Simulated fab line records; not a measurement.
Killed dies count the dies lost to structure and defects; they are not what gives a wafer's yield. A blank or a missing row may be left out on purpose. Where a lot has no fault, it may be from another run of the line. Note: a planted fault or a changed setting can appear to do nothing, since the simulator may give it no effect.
fab line records + flow ritCmos
[record]
- lots = 5
- wafers = 23
route steps=202 shown CONTACT@175 M1@184
startH: hours from the record's first day to the start of the lot's first wafer shown + waitH: hours elapsed since this lot's preceding step + " same as the row above + L1.1+2: several wafers, shown together as one row + - no value, or no start given + * or withheld: withheld + < > ~ a bound
route shown NAME@n: names a module that has steps shown in the file, with the first one's number in the route + usual: average and standard deviation across the fault-free wafers + same: alike in all rows + chamber/n: place in a boat + sites: readings site by site + _std_site: standard deviation of those values + _edge_site: mean of outer sites minus mean of inner sites + radiusMm: for every site, how far away it sits from the centre of the wafer + mask NAME#n: copy n + behind: tool/chamber where the wafer was last shaped + hold: why the lot went on hold/how many hours it stayed there/how the hold came to an end + device: transistor that didn't switch, given as n, p or np + end of line: at the end of the route, the tests of the same wafers + a step without rows: its recipe alone + killed: at the first sort, the dies lost to defects and structure; wafer yield is something else + map: dies across one wafer; x = killed, . = not, _ = none there
set.NAME: the setting that was run; set.NAME@STEP: the one run at that earlier step + model.NAME: the simulator's own value behind a step, which no gauge read
lots with deliberately changed settings; one table per step, one row per wafer
[[steps]]
[step RIT_CONTACT_DEVELOP_07]
[recipe]
- resist = NOVOLAK
- developTimeS = 120
- devTempC = 23
| lot.wafer  | tool          | chamber | startH | waitH | set.developTimeS |
|------------|---------------|---------|--------|-------|------------------|
| L076.1+5   | lithoTrack-01 | 0       | -      | -     | 120              |
| L076.2+3+4 | "             | 0       | "      | "     | 133.1            |
| L078.1+2+5 | lithoTrack-04 | 0       | -      | -     | 137.8            |
| L078.4+6   | "             | 0       | "      | "     | 120              |
| L080.1+2+4 | lithoTrack-01 | 0       | -      | -     | 120              |
| L080.3+6   | "             | 0       | "      | "     | 105.9            |
| L081.2+3+6 | lithoTrack-01 | 0       | -      | -     | 120              |
| L083.1+3   | lithoTrack-01 | 0       | -      | -     | 120              |
| L083.2+4+6 | "             | 0       | "      | "     | 114.1            |
[step RIT_CONTACT_CD_MEAS_08]
[recipe]
- targetCdNm = 1000
[usual]
- cdNm = 999.9/2.5
| lot.wafer | tool     | chamber | startH | waitH | set.developTimeS@CONTACT_DEVELOP_07 | cdNm   |
|-----------|----------|---------|--------|-------|-------------------------------------|--------|
| L076.1    | cdSem-01 | -       | 67.88  | -     | 120                                 | 1001.0 |
| L076.2    | "        | -       | "      | "     | 133.1                               | 1011.3 |
| L076.3    | "        | -       | "      | "     | 133.1                               | 1011.0 |
| L076.4    | "        | -       | "      | "     | 133.1                               | 1010.7 |
| L076.5    | "        | -       | "      | "     | 120                                 | 1004.2 |
| L078.1    | cdSem-02 | -       | 77.13  | -     | 137.8                               | 1011.5 |
| L078.2    | "        | -       | "      | "     | 137.8                               | 1012.9 |
| L078.4    | "        | -       | "      | "     | 120                                 | 1000.1 |
| L078.5    | "        | -       | "      | "     | 137.8                               | 1010.7 |
| L078.6    | "        | -       | "      | "     | 120                                 | 1001.3 |
| L080.1    | cdSem-02 | -       | 85.89  | -     | 120                                 | 1000.7 |
| L080.2    | "        | -       | "      | "     | 120                                 | 1002.1 |
| L080.3    | "        | -       | "      | "     | 105.9                               | 990.9  |
| L080.4    | "        | -       | "      | "     | 120                                 | 1001.1 |
| L080.6    | "        | -       | "      | "     | 105.9                               | 990.8  |
| L081.2    | cdSem-01 | -       | 90.32  | -     | 120                                 | 996.5  |
| L081.3    | "        | -       | "      | "     | 120                                 | 997.4  |
| L081.6    | "        | -       | "      | "     | 120                                 | 996.0  |
| L083.1    | cdSem-01 | -       | 101.99 | -     | 120                                 | 1002.4 |
| L083.2    | "        | -       | "      | "     | 114.1                               | 997.5  |
| L083.3    | "        | -       | "      | "     | 120                                 | 1000.9 |
| L083.4    | "        | -       | "      | "     | 114.1                               | 994.9  |
| L083.6    | "        | -       | "      | "     | 114.1                               | 995.2  |
[step RIT_CONTACT_HARDBAKE_10]
[recipe]
- resist = NOVOLAK
- tempC = 140
- timeS = 60
[step RIT_CONTACT_ETCH_11]
[recipe]
- targetDepthA = 4800
- overEtchFrac = 0.2
- stopOn = TiSi2
- chemistry = CHF3/CF4/Ar
- target = SiO2
- CHF3_flow_sccm = 50
- cf4FlowSccm = 10
- Ar_flow_sccm = 100
- O2_flow_sccm = 5
- pressureMtorr = 100
- rfW = 200
- timeS = 320
| lot.wafer  | tool       | chamber | startH | waitH | set.developTimeS@CONTACT_DEVELOP_07 | model.CONTACT.cdNm |
|------------|------------|---------|--------|-------|-------------------------------------|--------------------|
| L076.1     | rieDiel-02 | 0       | 68.19  | 0.1   | 120                                 | 1001               |
| L076.2+3+4 | "          | 3,2,1   | "      | "     | 133.1                               | 1010               |
| L076.5     | "          | 3       | "      | "     | 120                                 | 1003               |
| L078.1     | rieDiel-01 | 3       | 77.44  | 0.1   | 137.8                               | 1012               |
| L078.2     | "          | 1       | "      | "     | 137.8                               | 1013               |
| L078.4     | "          | 0       | "      | "     | 120                                 | 1000               |
| L078.5     | "          | 2       | "      | "     | 137.8                               | 1011               |
| L078.6     | "          | 1       | "      | "     | 120                                 | 1001               |
| L080.1+4   | rieDiel-04 | 3,0     | 86.39  | 0.1   | 120                                 | 1001               |
| L080.2     | "          | 2       | "      | "     | 120                                 | 1002               |
| L080.3+6   | "          | 1,3     | "      | "     | 105.9                               | 991.1              |
| L081.2+6   | rieDiel-02 | 2       | 90.79  | 0.1   | 120                                 | 996.2              |
| L081.3     | "          | 2       | "      | "     | 120                                 | 997.6              |
| L083.1     | rieDiel-02 | 2       | 102.30 | 0.1   | 120                                 | 1002               |
| L083.2     | "          | 3       | "      | "     | 114.1                               | 996.9              |
| L083.3     | "          | 0       | "      | "     | 120                                 | 1000               |
| L083.4     | "          | 1       | "      | "     | 114.1                               | 995                |
| L083.6     | "          | 2       | "      | "     | 114.1                               | 994.9              |
[step RIT_CONTACT_STRIP_12]
[recipe]
- chemistry = O2
- timeS = 180
- resist = NOVOLAK
- platenTempC = withheld
- powerW = 500
- pressureMtorr = 4000
- o2FlowSccm = 4000
[step RIT_CONTACT_CD_MEAS_90]
[recipe]
- targetCdNm = 1000
[usual]
- cdNm = 999.8/2.4
| lot.wafer | tool     | chamber | startH | waitH | set.developTimeS@CONTACT_DEVELOP_07 | cdNm   |
|-----------|----------|---------|--------|-------|-------------------------------------|--------|
| L076.1    | cdSem-01 | -       | 68.56  | 0.1   | 120                                 | 1001.0 |
| L076.2    | "        | -       | "      | "     | 133.1                               | 1010.4 |
| L076.3    | "        | -       | "      | "     | 133.1                               | 1010.7 |
| L076.4    | "        | -       | "      | "     | 133.1                               | 1009.6 |
| L076.5    | "        | -       | "      | "     | 120                                 | 1003.4 |
| L078.1    | cdSem-01 | -       | 77.80  | 0.1   | 137.8                               | 1011.7 |
| L078.2    | "        | -       | "      | "     | 137.8                               | 1012.6 |
| L078.4    | "        | -       | "      | "     | 120                                 | 1000.2 |
| L078.5    | "        | -       | "      | "     | 137.8                               | 1010.5 |
| L078.6    | "        | -       | "      | "     | 120                                 | 1000.5 |
| L080.1    | cdSem-02 | -       | 86.76  | 0.1   | 120                                 | 1000.7 |
| L080.2    | "        | -       | "      | "     | 120                                 | 1001.5 |
| L080.3    | "        | -       | "      | "     | 105.9                               | 991.0  |
| L080.4    | "        | -       | "      | "     | 120                                 | 1001.0 |
| L080.6    | "        | -       | "      | "     | 105.9                               | 991.1  |
| L081.2    | cdSem-02 | -       | 91.27  | 0.1   | 120                                 | 996.1  |
| L081.3    | "        | -       | "      | "     | 120                                 | 997.4  |
| L081.6    | "        | -       | "      | "     | 120                                 | 996.4  |
| L083.1    | cdSem-01 | -       | 102.67 | 0.1   | 120                                 | 1002.4 |
| L083.2    | "        | -       | "      | "     | 114.1                               | 996.6  |
| L083.3    | "        | -       | "      | "     | 120                                 | 1000.6 |
| L083.4    | "        | -       | "      | "     | 114.1                               | 994.8  |
| L083.6    | "        | -       | "      | "     | 114.1                               | 994.9  |
[step RIT_M1_SPUTTER_00]
[recipe]
- material = Al
- targetThkNm = 400
- powerW = 2000
- chamberPressurePa = 0.4
- gas = Ar
- timeS = 500
- substrateTempC = 25
| lot.wafer | tool          | chamber | startH | waitH | set.timeS | model.Al_of_M1_SPUTTER_00.thkNm |
|-----------|---------------|---------|--------|-------|-----------|---------------------------------|
| L076.1    | pvdSputter-04 | -       | 69.03  | 0.0   | 437.5     | 344.7                           |
| L076.2    | "             | -       | "      | "     | 437.5     | 345.7                           |
| L076.3    | "             | -       | "      | "     | 500       | 395                             |
| L076.4    | "             | -       | "      | "     | 500       | 395.9                           |
| L076.5    | "             | -       | "      | "     | 500       | 397.7                           |
| L078.1    | pvdSputter-04 | -       | 78.27  | 0.0   | 500       | 397.3                           |
| L078.2    | "             | -       | "      | "     | 547.3     | 431.4                           |
| L078.4    | "             | -       | "      | "     | 547.3     | 433.4                           |
| L078.5    | "             | -       | "      | "     | 547.3     | 435.3                           |
| L078.6    | "             | -       | "      | "     | 500       | 394.5                           |
| L080.1    | pvdSputter-04 | -       | 87.25  | 0.0   | 500       | 402.5                           |
| L080.2    | "             | -       | "      | "     | 549.2     | 441.4                           |
| L080.3    | "             | -       | "      | "     | 549.2     | 443.9                           |
| L080.4    | "             | -       | "      | "     | 500       | 405.9                           |
| L080.6    | "             | -       | "      | "     | 549.2     | 440.9                           |
| L081.2    | pvdSputter-01 | -       | 91.74  | 0.0   | 500       | 404.1                           |
| L081.3    | "             | -       | "      | "     | 500       | 407.3                           |
| L081.6    | "             | -       | "      | "     | 500       | 402                             |
| L083.1    | pvdSputter-01 | -       | 103.49 | 0.0   | 555.1     | 449.5                           |
| L083.2    | "             | -       | "      | "     | 500       | 405.8                           |
| L083.3    | "             | -       | "      | "     | 500       | 402.8                           |
| L083.4    | "             | -       | "      | "     | 500       | 402.3                           |
| L083.6    | "             | -       | "      | "     | 555.1     | 445                             |
[step RIT_M1_RS_MEAS_01]
[recipe]
- thkMeasGauge = four-point-probe
- reads = Al_of_M1_SPUTTER_00
[usual]
- M1_AL_RS = 0.0732/0.00072
| lot.wafer | tool         | chamber | startH | waitH | set.timeS@M1_SPUTTER_00 | M1_AL_RS[ohm/sq] |
|-----------|--------------|---------|--------|-------|-------------------------|------------------|
| L076.1    | filmMetro-01 | -       | 69.32  | 0.1   | 437.5                   | 0.0856           |
| L076.2    | "            | -       | "      | "     | 437.5                   | 0.0851           |
| L076.3    | "            | -       | "      | "     | 500                     | 0.0744           |
| L076.4    | "            | -       | "      | "     | 500                     | 0.0740           |
| L076.5    | "            | -       | "      | "     | 500                     | 0.0738           |
| L078.1    | filmMetro-01 | -       | 78.57  | 0.1   | 500                     | 0.0740           |
| L078.2    | "            | -       | "      | "     | 547.3                   | 0.0679           |
| L078.4    | "            | -       | "      | "     | 547.3                   | 0.0676           |
| L078.5    | "            | -       | "      | "     | 547.3                   | 0.0673           |
| L078.6    | "            | -       | "      | "     | 500                     | 0.0744           |
| L080.1    | filmMetro-01 | -       | 87.54  | 0.1   | 500                     | 0.0729           |
| L080.2    | "            | -       | "      | "     | 549.2                   | 0.0663           |
| L080.3    | "            | -       | "      | "     | 549.2                   | 0.0661           |
| L080.4    | "            | -       | "      | "     | 500                     | 0.0725           |
| L080.6    | "            | -       | "      | "     | 549.2                   | 0.0665           |
| L081.2    | filmMetro-02 | -       | 92.05  | 0.2   | 500                     | 0.0728           |
| L081.3    | "            | -       | "      | "     | 500                     | 0.0720           |
| L081.6    | "            | -       | "      | "     | 500                     | 0.0730           |
| L083.1    | filmMetro-02 | -       | 103.78 | 0.1   | 555.1                   | 0.0653           |
| L083.2    | "            | -       | "      | "     | 500                     | 0.0725           |
| L083.3    | "            | -       | "      | "     | 500                     | 0.0731           |
| L083.4    | "            | -       | "      | "     | 500                     | 0.0731           |
| L083.6    | "            | -       | "      | "     | 555.1                   | 0.0659           |
[step RIT_M1_THK_MEAS_02]
[recipe]
- thkMeasGauge = xrf
- reads = Al_of_M1_SPUTTER_00
[usual]
- M1_AL_THK = 396/3.8
| lot.wafer | tool         | chamber | startH | waitH | set.timeS@M1_SPUTTER_00 | M1_AL_THK[nm] |
|-----------|--------------|---------|--------|-------|-------------------------|---------------|
| L076.1    | filmMetro-01 | -       | 69.44  | 0.1   | 437.5                   | 344           |
| L076.2    | "            | -       | "      | "     | 437.5                   | 341           |
| L076.3    | "            | -       | "      | "     | 500                     | 389           |
| L076.4    | "            | -       | "      | "     | 500                     | 391           |
| L076.5    | "            | -       | "      | "     | 500                     | 395           |
| L078.1    | filmMetro-01 | -       | 78.69  | 0.1   | 500                     | 393           |
| L078.2    | "            | -       | "      | "     | 547.3                   | 428           |
| L078.4    | "            | -       | "      | "     | 547.3                   | 431           |
| L078.5    | "            | -       | "      | "     | 547.3                   | 431           |
| L078.6    | "            | -       | "      | "     | 500                     | 389           |
| L080.1    | filmMetro-01 | -       | 87.66  | 0.1   | 500                     | 397           |
| L080.2    | "            | -       | "      | "     | 549.2                   | 436           |
| L080.3    | "            | -       | "      | "     | 549.2                   | 442           |
| L080.4    | "            | -       | "      | "     | 500                     | 400           |
| L080.6    | "            | -       | "      | "     | 549.2                   | 438           |
| L081.2    | filmMetro-02 | -       | 92.16  | 0.1   | 500                     | 395           |
| L081.3    | "            | -       | "      | "     | 500                     | 401           |
| L081.6    | "            | -       | "      | "     | 500                     | 397           |
| L083.1    | filmMetro-02 | -       | 103.90 | 0.1   | 555.1                   | 439           |
| L083.2    | "            | -       | "      | "     | 500                     | 402           |
| L083.3    | "            | -       | "      | "     | 500                     | 398           |
| L083.4    | "            | -       | "      | "     | 500                     | 395           |
| L083.6    | "            | -       | "      | "     | 555.1                   | 437           |
[step RIT_M1_EXPOSE_06]
[recipe]
- maskId = M12
- na = 0.6
- sourceShape = conventional
- sigmaOuter = 0.5
- targetCdNm = 2600
- doseMj = 250
| lot.wafer      | tool            | chamber | startH | waitH | mask  | set.doseMj |
|----------------|-----------------|---------|--------|-------|-------|------------|
| L076.1+3       | ilineStepper-02 | 0       | 69.95  | 0.1   | M12#0 | 250        |
| L076.2+4+5     | "               | 0       | "      | "     | M12#0 | 262.5      |
| L078.1+5       | ilineStepper-01 | 0       | 79.32  | 0.2   | M12#0 | 250        |
| L078.2+4+6     | "               | 0       | "      | "     | M12#0 | 243.3      |
| L080.1+2+3+4+6 | ilineStepper-02 | 0       | 88.17  | 0.1   | M12#0 | 250        |
| L081.2+3+6     | ilineStepper-01 | 0       | 92.81  | 0.2   | M12#0 | 250        |
| L083.1+2+4     | ilineStepper-01 | 0       | 104.54 | 0.2   | M12#0 | 256.2      |
| L083.3+6       | "               | 0       | "      | "     | M12#0 | 250        |
[step RIT_M1_PEB_07]
[recipe]
- resist = NOVOLAK
- tempC = withheld
- timeS = withheld
[step RIT_M1_DEVELOP_08]
[recipe]
- resist = NOVOLAK
- developTimeS = 68
- devTempC = 22.29
| lot.wafer | tool          | chamber | startH | waitH | set.doseMj@M1_EXPOSE_06 | model.M1.cdNm |
|-----------|---------------|---------|--------|-------|-------------------------|---------------|
| L076.1+3  | lithoTrack-03 | 0       | -      | -     | 250                     | 2600          |
| L076.2+5  | "             | 0       | "      | "     | 262.5                   | 2586          |
| L076.4    | "             | 0       | "      | "     | 262.5                   | 2585          |
| L078.1    | lithoTrack-03 | 0       | -      | -     | 250                     | 2599          |
| L078.2+4  | "             | 0       | "      | "     | 243.3                   | 2605          |
| L078.5    | "             | 0       | "      | "     | 250                     | 2597          |
| L078.6    | "             | 0       | "      | "     | 243.3                   | 2603          |
| L080.1    | lithoTrack-01 | 0       | -      | -     | 250                     | 2605          |
| L080.2+4  | "             | 0       | "      | "     | 250                     | 2604          |
| L080.3+6  | "             | 0       | "      | "     | 250                     | 2603          |
| L081.2+6  | lithoTrack-03 | 0       | -      | -     | 250                     | 2602          |
| L081.3    | "             | 0       | "      | "     | 250                     | 2601          |
| L083.1    | lithoTrack-02 | 0       | -      | -     | 256.2                   | 2588          |
| L083.2    | "             | 0       | "      | "     | 256.2                   | 2589          |
| L083.3+6  | "             | 0       | "      | "     | 250                     | 2596          |
| L083.4    | "             | 0       | "      | "     | 256.2                   | 2590          |
[step RIT_M1_CD_MEAS_09]
[recipe]
- targetCdNm = 2600
[usual]
- cdNm = 2598.8/2.9
| lot.wafer | tool     | chamber | startH | waitH | set.doseMj@M1_EXPOSE_06 | cdNm   |
|-----------|----------|---------|--------|-------|-------------------------|--------|
| L076.1    | cdSem-02 | -       | 70.53  | -     | 250                     | 2600.0 |
| L076.2    | "        | -       | "      | "     | 262.5                   | 2585.9 |
| L076.3    | "        | -       | "      | "     | 250                     | 2599.4 |
| L076.4    | "        | -       | "      | "     | 262.5                   | 2585.6 |
| L076.5    | "        | -       | "      | "     | 262.5                   | 2586.2 |
| L078.1    | cdSem-02 | -       | 79.75  | -     | 250                     | 2598.7 |
| L078.2    | "        | -       | "      | "     | 243.3                   | 2604.3 |
| L078.4    | "        | -       | "      | "     | 243.3                   | 2604.5 |
| L078.5    | "        | -       | "      | "     | 250                     | 2596.8 |
| L078.6    | "        | -       | "      | "     | 243.3                   | 2603.4 |
| L080.1    | cdSem-01 | -       | 88.60  | -     | 250                     | 2605.0 |
| L080.2    | "        | -       | "      | "     | 250                     | 2603.6 |
| L080.3    | "        | -       | "      | "     | 250                     | 2603.4 |
| L080.4    | "        | -       | "      | "     | 250                     | 2604.0 |
| L080.6    | "        | -       | "      | "     | 250                     | 2602.7 |
| L081.2    | cdSem-01 | -       | 93.24  | -     | 250                     | 2601.6 |
| L081.3    | "        | -       | "      | "     | 250                     | 2600.3 |
| L081.6    | "        | -       | "      | "     | 250                     | 2602.3 |
| L083.1    | cdSem-01 | -       | 104.97 | -     | 256.2                   | 2588.2 |
| L083.2    | "        | -       | "      | "     | 256.2                   | 2588.9 |
| L083.3    | "        | -       | "      | "     | 250                     | 2596.4 |
| L083.4    | "        | -       | "      | "     | 256.2                   | 2590.2 |
| L083.6    | "        | -       | "      | "     | 250                     | 2596.5 |
[step RIT_M1_HARDBAKE_11]
[recipe]
- resist = NOVOLAK
- tempC = 140
- timeS = 120
[step RIT_M1_METAL_ETCH_12]
[recipe]
- stopOn = SiO2
- chemistry = Cl2/BCl3
- target = Al
- timeS = 165
- overEtchFrac = 0.5
- pressureMtorr = 100
- targetDepthA = 6000
- rfW = 250
- Cl2_flow_sccm = 60
- bcl3FlowSccm = 50
[usual]
- oesProductAu = 0.773/0.014
| lot.wafer | tool        | chamber | startH | waitH | set.timeS@M1_SPUTTER_00 | set.doseMj@M1_EXPOSE_06 | oesProductAu | model.M1.cdNm |
|-----------|-------------|---------|--------|-------|-------------------------|-------------------------|--------------|---------------|
| L076.1    | rieMetal-01 | 0       | 70.98  | 0.2   | 437.5                   | 250                     | 0.695        | 2600          |
| L076.2    | "           | 1       | "      | "     | 437.5                   | 262.5                   | 0.716        | 2587          |
| L076.3    | "           | 0       | "      | "     | 500                     | 250                     | 0.753        | 2601          |
| L076.4    | "           | 1       | "      | "     | 500                     | 262.5                   | 0.771        | 2587          |
| L076.5    | "           | 1       | "      | "     | 500                     | 262.5                   | 0.769        | 2588          |
| L078.1    | rieMetal-03 | 0       | 80.16  | 0.2   | 500                     | 250                     | 0.771        | 2600          |
| L078.2    | "           | 1       | "      | "     | 547.3                   | 243.3                   | 0.790        | 2602          |
| L078.4    | "           | 0       | "      | "     | 547.3                   | 243.3                   | 0.817        | 2606          |
| L078.5    | "           | 0       | "      | "     | 547.3                   | 250                     | 0.817        | 2598          |
| L078.6    | "           | 1       | "      | "     | 500                     | 243.3                   | 0.757        | 2601          |
| L080.1    | rieMetal-04 | 1       | 89.01  | 0.2   | 500                     | 250                     | 0.792        | 2602          |
| L080.2    | "           | 0       | "      | "     | 549.2                   | 250                     | 0.820        | 2604          |
| L080.3    | "           | 0       | "      | "     | 549.2                   | 250                     | 0.842        | 2603          |
| L080.4    | "           | 1       | "      | "     | 500                     | 250                     | 0.795        | 2601          |
| L080.6    | "           | 1       | "      | "     | 549.2                   | 250                     | 0.837        | 2600          |
| L081.2    | rieMetal-03 | 1       | 93.62  | 0.2   | 500                     | 250                     | 0.769        | 2600          |
| L081.3    | "           | 0       | "      | "     | 500                     | 250                     | 0.785        | 2602          |
| L081.6    | "           | 1       | "      | "     | 500                     | 250                     | 0.765        | 2602          |
| L083.1    | rieMetal-04 | 1       | 105.37 | 0.2   | 555.1                   | 256.2                   | 0.846        | 2586          |
| L083.2    | "           | 0       | "      | "     | 500                     | 256.2                   | 0.783        | 2588          |
| L083.3    | "           | 1       | "      | "     | 500                     | 250                     | 0.801        | 2593          |
| L083.4    | "           | 0       | "      | "     | 500                     | 256.2                   | 0.779        | 2590          |
| L083.6    | "           | 0       | "      | "     | 555.1                   | 250                     | 0.834        | 2596          |
[step RIT_M1_STRIP_13]
[recipe]
- chemistry = nmp
- resist = NOVOLAK
- tempC = 80
- timeS = 600
- dry = n2Spin
[step RIT_M1_STRIP_14]
[recipe]
- chemistry = O2
- timeS = 180
- platenTempC = withheld
- powerW = 500
- pressureMtorr = 4000
- o2FlowSccm = 4000
[step RIT_M1_CD_MEAS_90]
[recipe]
- targetCdNm = 2600
[usual]
- cdNm = 2599/3.1
| lot.wafer | tool     | chamber | startH | waitH | set.doseMj@M1_EXPOSE_06 | cdNm |
|-----------|----------|---------|--------|-------|-------------------------|------|
| L076.1    | cdSem-01 | -       | 71.67  | 0.1   | 250                     | 2600 |
| L076.2    | "        | -       | "      | "     | 262.5                   | 2587 |
| L076.3    | "        | -       | "      | "     | 250                     | 2601 |
| L076.4    | "        | -       | "      | "     | 262.5                   | 2587 |
| L076.5    | "        | -       | "      | "     | 262.5                   | 2588 |
| L078.1    | cdSem-01 | -       | 80.85  | 0.1   | 250                     | 2600 |
| L078.2    | "        | -       | "      | "     | 243.3                   | 2602 |
| L078.4    | "        | -       | "      | "     | 243.3                   | 2606 |
| L078.5    | "        | -       | "      | "     | 250                     | 2598 |
| L078.6    | "        | -       | "      | "     | 243.3                   | 2601 |
| L080.1    | cdSem-02 | -       | 89.52  | 0.1   | 250                     | 2602 |
| L080.2    | "        | -       | "      | "     | 250                     | 2604 |
| L080.3    | "        | -       | "      | "     | 250                     | 2604 |
| L080.4    | "        | -       | "      | "     | 250                     | 2602 |
| L080.6    | "        | -       | "      | "     | 250                     | 2600 |
| L081.2    | cdSem-02 | -       | 94.17  | 0.1   | 250                     | 2600 |
| L081.3    | "        | -       | "      | "     | 250                     | 2602 |
| L081.6    | "        | -       | "      | "     | 250                     | 2602 |
| L083.1    | cdSem-01 | -       | 105.89 | 0.1   | 256.2                   | 2586 |
| L083.2    | "        | -       | "      | "     | 256.2                   | 2588 |
| L083.3    | "        | -       | "      | "     | 250                     | 2593 |
| L083.4    | "        | -       | "      | "     | 256.2                   | 2590 |
| L083.6    | "        | -       | "      | "     | 250                     | 2596 |
[[key]]
[split]
- step = RIT_CONTACT_DEVELOP_07
- setting = developTimeS
- stated = 120
- by = wafer
[response]
- step = RIT_CONTACT_CD_MEAS_08
- reading = cdNm
- change = +0.81
- per = 1%
- r = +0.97
[response]
- step = RIT_CONTACT_ETCH_11
- reading = model.CONTACT.cdNm
- change = +0.802
- per = 1%
- r = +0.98
[response]
- step = RIT_CONTACT_CD_MEAS_90
- reading = cdNm
- change = +0.803
- per = 1%
- r = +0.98
[split]
- step = RIT_M1_SPUTTER_00
- setting = timeS
- stated = 500
- by = wafer
[response]
- step = RIT_M1_SPUTTER_00
- reading = model.Al_of_M1_SPUTTER_00.thkNm
- change = +3.98
- per = 1%
- r = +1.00
[response]
- step = RIT_M1_RS_MEAS_01
- reading = M1_AL_RS
- change = -0.000748
- per = 1%
- r = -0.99
[response]
- step = RIT_M1_THK_MEAS_02
- reading = M1_AL_THK
- change = +3.93
- per = 1%
- r = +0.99
[response]
- step = RIT_M1_METAL_ETCH_12
- reading = oesProductAu
- change = +0.00456
- per = 1%
- r = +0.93
[split]
- step = RIT_M1_EXPOSE_06
- setting = doseMj
- stated = 250
- by = wafer
[response]
- step = RIT_M1_DEVELOP_08
- reading = model.M1.cdNm
- change = -2.71
- per = 1%
- r = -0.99
[response]
- step = RIT_M1_CD_MEAS_09
- reading = cdNm
- change = -2.7
- per = 1%
- r = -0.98
[response]
- step = RIT_M1_METAL_ETCH_12
- reading = model.M1.cdNm
- change = -2.42
- per = 1%
- r = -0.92
[response]
- step = RIT_M1_CD_MEAS_90
- reading = cdNm
- change = -2.41
- per = 1%
- r = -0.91
